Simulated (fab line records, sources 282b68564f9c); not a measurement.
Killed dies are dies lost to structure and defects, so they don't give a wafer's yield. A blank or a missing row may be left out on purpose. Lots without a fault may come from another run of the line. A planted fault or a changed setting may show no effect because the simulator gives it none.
Split-lot experiment | flow rit_cmos | 5 lots, 23 wafers read, on a route of 202 steps

THE SPLIT
At RIT_SILICIDE_SPUTTER_01 (material Ti, target thk 30 nm, time 240 s), the setting time_s was moved away from the recipe's 240 s on 11 of the 23 wafers read, by -9.0% to +5.8%. The other wafers ran this setting at the recipe's value.

FROM THE SPLIT TO THE READING: what the file shows between them, 1 step
- RIT_SILICIDE_RS_MEAS_02: measures by four-point-probe

THE READING
SILICIDE_TI_THK, in nm, at RIT_SILICIDE_THK_MEAS_03 (measures by xrf). Fault-free wafers of this fab line usually give 30.2 nm, standard deviation 0.45 nm.

wafer  | tool, chamber at the split | time_s as run, s | against the recipe | SILICIDE_TI_THK, nm | against lot-mates on the recipe
L074.1 | pvd_sputter-04, -          | 218.4            | -9.0%              | 27.0                | -3.0
L074.2 | pvd_sputter-04, -          | 240              | recipe             | 29.9                | -
L074.3 | pvd_sputter-04, -          | 240              | recipe             | 30.1                | -
L074.5 | pvd_sputter-04, -          | 240              | recipe             | 30.0                | -
L074.6 | pvd_sputter-04, -          | 218.4            | -9.0%              | 27.3                | -2.7
L076.2 | pvd_sputter-02, -          | 240              | recipe             | 31.0                | -
L076.5 | pvd_sputter-02, -          | 240              | recipe             | 30.3                | -
L076.6 | pvd_sputter-02, -          | 240              | recipe             | 31.1                | -
L080.1 | pvd_sputter-04, -          | 240              | recipe             | 30.3                | -
L080.2 | pvd_sputter-04, -          | 254              | +5.8%              | 32.0                | +1.8
L080.3 | pvd_sputter-04, -          | 254              | +5.8%              | 32.0                | +1.8
L080.4 | pvd_sputter-04, -          | 254              | +5.8%              | 32.3                | +2.1
L080.5 | pvd_sputter-04, -          | 240              | recipe             | 30.1                | -
L083.1 | pvd_sputter-01, -          | 240              | recipe             | 30.1                | -
L083.2 | pvd_sputter-01, -          | 224.1            | -6.6%              | 28.1                | -2.4
L083.3 | pvd_sputter-01, -          | 240              | recipe             | 31.0                | -
L083.4 | pvd_sputter-01, -          | 224.1            | -6.6%              | 28.4                | -2.2
L083.5 | pvd_sputter-01, -          | 224.1            | -6.6%              | 28.5                | -2.1
L085.1 | pvd_sputter-01, -          | 240              | recipe             | 30.8                | -
L085.2 | pvd_sputter-01, -          | 230.7            | -3.9%              | 28.5                | -2.0
L085.3 | pvd_sputter-01, -          | 230.7            | -3.9%              | 29.2                | -1.3
L085.4 | pvd_sputter-01, -          | 240              | recipe             | 30.2                | -
L085.6 | pvd_sputter-01, -          | 230.7            | -3.9%              | 28.8                | -1.7

THE FIT
A straight line over all 23 wafers: SILICIDE_TI_THK changes by +0.329 nm for each +1% of time_s; r = +0.97; the points scatter about the line by 0.38 nm.
The same after taking each lot's own level away (the mean of its wafers on the recipe; 23 wafers): +0.333 nm for each +1%; r = +0.98; scatter 0.3 nm.
On that fit, the largest move of time_s shifts the reading by 3 nm.
The lots' own levels span 30.00 to 30.80 nm, that is 1.8 times the standard deviation above.
So the lot-to-lot level changes the slope little: the two slopes agree.
Check: with one of the wafers moved furthest among these (-9.0%) left out of the fit, the line predicts -3.05 nm for it against its lot-mates. It came out at -3 nm against them.

OTHER SPLITS ON THESE WAFERS
These wafers also went through other splits before the reading. Each is held against what the fit with the lots' levels taken away leaves over:
other split on the same wafers | wafers away from the commonest value | r with SILICIDE_TI_THK (lot level and that fit taken away)
RIT_NLDD_IMPLANT_08 energy_kev | 10                                   | +0.07
RIT_PLDD_IMPLANT_08 dose_cm2   | 8                                    | -0.20
RIT_PSD_IMPLANT_08 tilt_deg    | 7                                    | +0.35

THE WHOLE CHAIN: every reading that the file lists as answering this split, in the file's order
step                     | what it does                              | reading                                                                           | change (the file's fit)               | r (the file's)
RIT_SILICIDE_SPUTTER_01  | material Ti, target thk 30 nm, time 240 s | Ti_of_SILICIDE_SPUTTER_01.thk_nm (the simulator's own value, which no gauge read) | +0.332 nm for each +1% of the setting | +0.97
RIT_SILICIDE_RS_MEAS_02  | measures by four-point-probe              | SILICIDE_TI_RS                                                                    | -0.702 for each +1% of the setting    | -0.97
RIT_SILICIDE_THK_MEAS_03 | measures by xrf                           | SILICIDE_TI_THK                                                                   | +0.336 for each +1% of the setting    | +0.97

THE FILE'S OWN FIT
SILICIDE_TI_THK changes by +0.336 nm for each +1% of time_s, r = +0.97.
